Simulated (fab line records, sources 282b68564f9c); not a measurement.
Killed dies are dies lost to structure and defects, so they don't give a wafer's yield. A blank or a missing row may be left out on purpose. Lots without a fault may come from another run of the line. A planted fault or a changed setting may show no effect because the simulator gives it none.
fab line records | flow rit_cmos
record lots=13 wafers=39 last_day=8
route steps=202 shown ACTIVE@15 M1@202
lots that met no fault: from a run of the same line without faults
start_h: hours from the record's first day to the start of the lot's first wafer shown | wait_h: hours since the lot's step before | " the same as in the row above | L1.1+2: a row that stands for several wafers | - no value, or no start given | * or withheld: withheld | < > ~ a bound
route shown NAME@n: a module of which the file shows steps, and the number in the route of the first | usual: mean/standard deviation of fault-free wafers | same: alike in all rows | chamber/n: place in a boat | sites: the reading at each site | _std_site: their standard deviation | _edge_site: outer sites' mean less inner sites' | radius_mm: how far each site lies from the wafer's centre | mask NAME#n: copy n | behind: the tool/chamber that last shaped the wafer | hold: why the lot was held/for how many hours/how that ended | device: the transistor (n, p or np) that didn't switch | end of line: the same wafers' tests at the end of the route | a step without rows: its recipe alone | killed: dies lost to structure and defects at the first sort, not the wafer's yield | map: a wafer's dies, x killed, . not, _ none there
set.NAME: the setting as run; set.NAME@STEP: as run at that earlier step | model.NAME: the simulator's own value behind a step, which no gauge read
steps of the route over a sample of lots; a table a step, a row a wafer
services: from which hour (start_h, from the record's first day; less than 0 if before it) a tool's chamber was out of use, for how many hours, and why
## steps
# step RIT_ACTIVE_STRIP_14
# recipe chemistry=O2 time_s=180 resist=NOVOLAK platen_temp_c=withheld power_w=500 pressure_mtorr=4000 o2_flow_sccm=4000
# usual chamber_pressure_mTorr=4001/3.9 drypump_motor_current_A=5.57/0.28
# columns lot.wafer tool chamber start_h wait_h chamber_pressure_mTorr drypump_motor_current_A rf_hours_counter_h
L731.1 plasma_asher-03 0 16.41 0.1 3994 6.02 36
L731.2 " 1 " " 4000 5.93 36
L731.6 " 0 " " 3998 6.02 -
L734.2 plasma_asher-01 0 32.51 0.1 4002 5.53 24
L734.5 " 1 " " 4001 4.97 -
L734.6 " 0 " " 4003 5.53 -
L736.2 plasma_asher-01 1 43.30 0.1 4000 4.97 25
L736.3 " 1 " " 4004 4.97 -
L736.6 " 1 " " 3999 4.97 -
L737.2 plasma_asher-03 1 44.97 0.1 4003 5.93 40
L737.4 " 1 " " 3999 5.89 -
L737.5 " 1 " " 4005 5.91 -
L738.3 plasma_asher-01 0 50.18 0.1 4001 5.54 -
L738.4 " 1 " " 4002 4.97 -
L738.5 " 0 " " 3997 5.55 -
L739.2 plasma_asher-01 1 55.51 0.1 4002 4.97 26
L739.3 " 1 " " 4005 4.97 -
L739.4 " 0 " " 4006 5.56 -
L740.1 plasma_asher-02 0 60.10 0.1 4000 5.51 42
L740.5 " 0 " " 4002 5.49 -
L740.6 " 1 " " 3996 5.65 -
L741.1 plasma_asher-02 0 64.99 0.1 4000 5.52 43
L741.2 " 1 " " 4004 5.63 43
L741.6 " 1 " " 4005 5.62 -
L742.2 plasma_asher-02 1 69.99 0.1 4002 5.64 44
L742.5 " 1 " " 3997 5.59 -
L742.6 " 0 " " 4001 5.50 -
L743.3 plasma_asher-02 0 75.08 0.1 4002 5.49 -
L743.4 " 1 " " 4001 5.65 -
L743.5 " 0 " " 4011 5.52 -
L744.4 plasma_asher-02 0 81.66 0.1 3993 5.55 -
L744.5 " 1 " " 4005 5.65 -
L744.6 " 0 " " 4003 5.53 -
L749.1 plasma_asher-02 1 105.40 0.1 4002 5.60 48
L749.4 " 0 " " 4003 5.51 -
L749.6 " 0 " " 3999 5.48 -
L753.4 plasma_asher-02 0 125.55 0.1 3202 5.51 -
L753.5 " 1 " " 3999 5.61 -
L753.6 " 0 " " 3194 5.49 -
# step RIT_M1_PROBE_99
# usual killed_at_contacts=0.0/0.2 killed_at_front_end=7/3 killed_dies=7/3 killed_open=3.4/1.8 killed_short=3.8/2.1
# same gross_dies=264 killed_at_M0_to_M3=0 killed_at_M4_up=0 killed_at_back_side=0 killed_at_other=0
# columns lot.wafer tool chamber start_h wait_h killed_at_contacts killed_at_front_end killed_dies killed_open killed_short
L736.2 prober-02 - 92.18 0.1 0 5 5 3 2
L736.3 prober-02 - 92.23 0.2 0 7 7 4 3
L736.6 prober-02 - 92.38 0.2 0 2 2 2 0
L738.3 prober-01 - 95.33 0.2 0 5 5 1 4
L738.4 prober-01 - 95.38 0.2 0 5 5 0 5
L738.5 prober-01 - 95.43 0.2 0 4 4 2 2
L739.2 prober-02 - 100.10 0.1 0 3 3 1 2
L739.3 prober-02 - 100.15 0.2 0 3 3 2 1
L739.4 prober-02 - 100.20 0.2 0 2 2 1 1
L741.1 prober-02 - 108.77 0.1 0 8 8 2 6
L741.2 prober-02 - 108.82 0.1 0 7 7 2 5
L741.6 prober-02 - 109.02 0.2 0 8 8 5 3
L742.2 prober-01 - 114.12 0.1 0 9 9 4 5
L742.5 prober-01 - 114.27 0.2 0 10 10 4 6
L742.6 prober-01 - 114.32 0.2 0 4 4 3 1
L749.1 prober-02 - 156.33 0.1 0 6 6 5 1
L749.4 prober-02 - 156.48 0.2 0 11 11 6 5
L749.6 prober-02 - 156.58 0.2 0 12 12 6 6
# killed by level:class
L736.2 GATE:geometric_particle:short=2 FOX1:geometric_particle:open=1 GATE:geometric_particle:open=1 SPACER:geometric_particle:open=1
L736.3 SPACER:geometric_particle:short=2 SPACER:geometric_particle:open=2 FOX1:geometric_particle:open=1 FOX2:geometric_particle:open=1 REOX:geometric_particle:short=1
L736.6 FOX1:geometric_particle:open=1 SILICIDE:geometric_particle:open=1
L738.3 FOX1:geometric_particle:short=2 FOX2:geometric_particle:short=1 SPACER:geometric_particle:open=1 SILICIDE:geometric_particle:short=1
L738.4 GATE:geometric_particle:short=3 FOX2:geometric_particle:short=1 SPACER:geometric_particle:short=1
L738.5 GATE:geometric_particle:open=2 FOX1:geometric_particle:short=1 SPACER:geometric_particle:short=1
L739.2 REOX:geometric_particle:short=2 SILICIDE:geometric_particle:open=1
L739.3 GATE:geometric_particle:open=1 GATE:geometric_particle:short=1 REOX:geometric_particle:open=1
L739.4 GATE:geometric_particle:open=1 SPACER:geometric_particle:short=1
L741.1 GATE:geometric_particle:short=3 FOX1:geometric_particle:open=2 FOX1:geometric_particle:short=2 SILICIDE:geometric_particle:short=1
L741.2 GATE:geometric_particle:short=3 GATE:geometric_particle:open=2 FOX1:geometric_particle:short=1 SILICIDE:geometric_particle:short=1
L741.6 GATE:geometric_particle:short=3 REOX:geometric_particle:open=3 FOX1:geometric_particle:open=1 GATE:geometric_particle:open=1
L742.2 GATE:geometric_particle:open=4 GATE:geometric_particle:short=3 FOX1:geometric_particle:short=2
L742.5 GATE:geometric_particle:short=3 FOX2:geometric_particle:open=2 SPACER:geometric_particle:short=2 SILICIDE:geometric_particle:open=2 SILICIDE:geometric_particle:short=1
L742.6 GATE:geometric_particle:open=2 GATE:geometric_particle:short=1 SILICIDE:geometric_particle:open=1
L749.1 GATE:geometric_particle:open=3 SPACER:geometric_particle:open=2 SPACER:geometric_particle:short=1
L749.4 GATE:geometric_particle:open=2 REOX:geometric_particle:short=2 SPACER:geometric_particle:open=2 FOX1:geometric_particle:short=1 FOX1:geometric_particle:open=1 GATE:geometric_particle:short=1 SPACER:geometric_particle:short=1 SILICIDE:geometric_particle:open=1
L749.6 SILICIDE:geometric_particle:short=3 SILICIDE:geometric_particle:open=3 GATE:geometric_particle:open=2 SPACER:geometric_particle:short=2 GATE:geometric_particle:short=1 SPACER:geometric_particle:open=1
## services
# columns tool chamber start_h hours kind
plasma_asher-03 - 76.25 2.9 repair
plasma_asher-03 - 108.75 9.0 pm
plasma_asher-03 0 108.75 9.0 vent_cycle
plasma_asher-03 1 108.75 9.0 vent_cycle
plasma_asher-03 - 116.03 0.7 repair
plasma_asher-03 0 117.75 - clean
plasma_asher-03 1 117.75 - clean
## key
first_sign step=RIT_ACTIVE_STRIP_14 reading=chamber_pressure_mTorr direction=down sigmas=99+ usual=4001 struck=3198
effect none on later readings
met_at RIT_ACTIVE_STRIP_14
struck_lots L753
struck_wafers L753.4,L753.6
tester_left_out L753
onset_between 105.40 125.55
fault kind=process_parameter_drift tool=plasma_asher-02 chamber=0 onset_h=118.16 steps=RIT_ACTIVE_STRIP_14 channel=pressure_mtorr offset=-800 shape=step end_h=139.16 acts_in=these_recipes_only stated=4000
# tester_left_out: of these lots the tester's yield and bins aren't shown, on N5 and GAA mostly nor the transistor test; their killed dies are dies lost to structure and defects alone, not to doping, threshold or leakage, so they don't give the yield
